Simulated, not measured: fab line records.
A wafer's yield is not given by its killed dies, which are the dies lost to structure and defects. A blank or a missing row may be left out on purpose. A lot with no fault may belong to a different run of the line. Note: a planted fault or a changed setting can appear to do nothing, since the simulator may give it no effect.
Which tool is to blame? -- flow ritCmos -- 7 lots, 21 wafers sampled, at 2 steps of a route of 202

WHAT THE GAUGES READ, wafer by wafer
RIT_PWELL_OVL_MEAS_06.
lot,measured,on,PWELL_OVL (nm)
L700,day 2 08:28,overlay-01,0.4 -0.5 -0.3
L702,day 2 17:52,overlay-01,2.9 2.8 1.2
L704,day 3 04:20,overlay-02,0.9 1.1 1.3
L706,day 3 14:28,overlay-02,-1.4 -2.3 -1.2
L708,day 4 00:50,overlay-01,0.6 0.3 1.6
L712,day 4 20:14,overlay-01,2.7 2.6 1.4
L718,day 6 02:02,overlay-01,359.3 361.7 360.2

TOOL THAT RAN EACH LOT (tool first, then ch and the chambers of the sampled wafers, then the start)
lot,RIT_PWELL_EXPOSE_03
L700,"ilineStepper-02 ch 0, day 2 08:02"
L702,"ilineStepper-02 ch 0, day 2 17:28"
L704,"ilineStepper-01 ch 0, day 3 03:55"
L706,"ilineStepper-02 ch 0, day 3 14:04"
L708,"ilineStepper-01 ch 0, day 4 00:25"
L712,"ilineStepper-01 ch 0, day 4 19:49"
L718,"ilineStepper-02 ch 0, day 6 01:35"
- RIT_PWELL_EXPOSE_03: exposes mask M3, target cd 43700 nm.

THE ANSWER, worked out from the rows above alone
Rule: the lots themselves supply what counts as usual. Put in order of their means at a reading, lots are off if they are a third of the lots or fewer, leave a main group of 4 or more, and stand apart from it by a gap of 3 or more times the standard deviation of the main group's means; of several such gaps the widest counts. A main group whose means are all the same, to the digits that the tables above print for the reading, isn't used. A lot without any number at a reading at which 4 lots or more have one is off too. Any other lot the step has rows for is counted as sound.
Off: L718, at RIT_PWELL_OVL_MEAS_06 (PWELL_OVL). Mean 0.8 nm and standard deviation 1.4 in the main group.
A tool fits if, at a process step before that reading, it ran every lot that is off, and no sound lot after the first of them. The gauges at RIT_PWELL_OVL_MEAS_06 are tried like those tools. Undecided on this evidence; 2 tools fit (ilineStepper-02 at RIT_PWELL_EXPOSE_03, overlay-01 at RIT_PWELL_OVL_MEAS_06).

WHAT THE SIMULATOR HAD PUT IN
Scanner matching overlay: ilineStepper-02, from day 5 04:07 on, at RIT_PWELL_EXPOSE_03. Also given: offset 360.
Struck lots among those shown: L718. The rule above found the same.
